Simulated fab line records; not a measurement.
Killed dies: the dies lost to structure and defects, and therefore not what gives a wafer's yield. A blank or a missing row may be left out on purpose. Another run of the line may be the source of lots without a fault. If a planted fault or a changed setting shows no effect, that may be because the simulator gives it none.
2 desks, one fault :: flow berkeley_cmos170 :: every desk sees just its own numbers, and what lay behind them comes last

== DESK OF THE TOOL OWNER: plasma_asher-04 ==
The tool's own readings at UCB170_NLDD_STRIP_10 (strips in O2): means of the sampled wafers that have a number, for each lot that ran on this tool. Any lot whose mean is over 4 standard deviations away from the usual mean is out of limits and marked OUT; that distance is given in the brackets.
Columns: A = drypump_motor_current_A at UCB170_NLDD_STRIP_10, usual 5.6 A; B = oes_product_au at UCB170_NLDD_STRIP_10, usual 0.735 a.u.; C = strip_time_to_endpoint_s at UCB170_NLDD_STRIP_10, usual 21.64 s
lot: L820
first seen here: day 6 13:59
A: 5.1
B: 0.731
C: 21.67

lot: L831
first seen here: day 9 00:15
A: 5.3
B: 0.740
C: 21.68

lot: L835
first seen here: day 9 16:41
A: 4.8
B: 0.979 (+54) OUT
C: -
This desk's finding: out of limits on L835; first on L835, day 9 16:41 (oes_product_au at UCB170_NLDD_STRIP_10). Within limits: L820, L831.

== METROLOGY DESK ==
Lot by lot, what the gauges showed, no matter which tool ran the lot: averages of those sampled wafers that carry a number. Any lot whose mean is over 4 standard deviations away from the usual mean is out of limits and marked OUT; that distance is given in the brackets.
Columns: A = PLDD_TW at UCB170_PLDD_TW_MEAS_11, usual 1002; B = cd_nm at UCB170_NLDD_CD_MEAS_06, usual 1200.5 nm; C = NLDD_OVL at UCB170_NLDD_OVL_MEAS_07, usual 0 nm; D = NLDD_TW at UCB170_NLDD_TW_MEAS_11, usual 2205
lot: L820
first seen here: day 6 11:36
A: 993
B: 1198.7
C: -5
D: 2189

lot: L831
first seen here: day 8 21:36
A: 1001
B: 1202.8
C: 9
D: 2240

lot: L834
first seen here: day 9 13:52
A: 1019
B: 1200.0
C: -3
D: 2177

lot: L835
first seen here: day 9 14:11
A: 995
B: 1201.8
C: -10
D: 2179

lot: L841
first seen here: day 10 16:44
A: 994
B: 1198.8
C: -4
D: 2229
This desk's verdict: no lot among the 5 shows anything out of limits.

== ALL TOGETHER ==
The tool owner's desk had the chance to raise an alarm at day 9 16:41 on L835.
At the metrology desk, nothing out of limits was observed.
The metrology desk has L835 on record, within its limits.
All the named lots went through UCB170_NLDD_STRIP_10 on plasma_asher-04.

== WHAT HAD BEEN PUT IN BY THE SIMULATOR ==
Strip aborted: plasma_asher-04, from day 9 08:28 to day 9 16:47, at UCB170_NLDD_STRIP_10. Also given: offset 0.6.
Lots struck among those shown: L835.
Time in hours from fault onset to the first out-of-limits reading at each desk: the tool owner's desk, 8.
